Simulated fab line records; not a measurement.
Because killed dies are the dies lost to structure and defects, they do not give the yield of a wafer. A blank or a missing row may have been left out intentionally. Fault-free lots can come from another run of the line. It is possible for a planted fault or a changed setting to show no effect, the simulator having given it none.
Which tool did it?	flow rit cmos	21 wafers from 7 lots sampled at 2 of the route's 202 steps

WHAT THE GAUGES READ, wafer by wafer
RIT_ACTIVE_THK_MEAS_04.
lot	measured	on	ACTIVE_NITRIDE_THK (nm)
L951	day 1 23:32	film metro-04	148.0 147.2 147.2
L954	day 2 14:59	film metro-01	233.2 232.6 231.4 233.1 232.7 231.6
L963	day 4 11:32	film metro-01	147.9 147.4 147.1
L966	day 5 02:32	film metro-02	148.3 148.4 147.8
L968	day 5 13:14	film metro-01	152.3 151.3 152.2
L970	day 5 22:32	film metro-04	150.3 150.9 149.7
L972	day 6 08:32	film metro-02	149.5 151.3 149.3

TOOL THAT RAN EACH LOT (tool first, then ch and the chambers of the sampled wafers, then the start)
lot	RIT_ACTIVE_CVD_03
L951	lpcvd-01 ch 1, day 1 22:07
L954	lpcvd-01 ch 1, day 2 13:33
L963	lpcvd-02 ch 0, day 4 10:07
L966	lpcvd-02 ch 0, day 5 01:07
L968	lpcvd-01 ch 1, day 5 11:07
L970	lpcvd-01 ch 0, day 5 21:07
L972	lpcvd-01 ch 1, day 6 07:07
- RIT_ACTIVE_CVD_03: deposits Si3N4 from SiH2Cl2/NH3, target thk 150 nm, time 1500 s.

THE ANSWER, worked out from the rows above alone
Rule: the lots themselves supply what counts as usual. Put in order of their means at a reading, lots are off if they are a third of the lots or fewer, leave a main group of 4 or more, and stand apart from it by a gap of 3 or more times the standard deviation of the main group's means; of several such gaps the widest counts. The tables above print the reading to a certain number of digits; a main group whose means all agree to those digits is not used. Also off: a lot with no number at a reading for which 4 or more lots have one. The other lots that the step has rows for count as sound.
Off: L954, at RIT_ACTIVE_THK_MEAS_04 (ACTIVE_NITRIDE_THK). The main group: mean 149.2 nm, standard deviation 1.7.
If a tool, at a process step before that reading, ran all the lots that are off and no sound lot after the first of them, it fits. Those tools and the gauges at RIT_ACTIVE_THK_MEAS_04 are tried in the same way. None of those tried fits.

WHAT THE SIMULATOR PUT IN
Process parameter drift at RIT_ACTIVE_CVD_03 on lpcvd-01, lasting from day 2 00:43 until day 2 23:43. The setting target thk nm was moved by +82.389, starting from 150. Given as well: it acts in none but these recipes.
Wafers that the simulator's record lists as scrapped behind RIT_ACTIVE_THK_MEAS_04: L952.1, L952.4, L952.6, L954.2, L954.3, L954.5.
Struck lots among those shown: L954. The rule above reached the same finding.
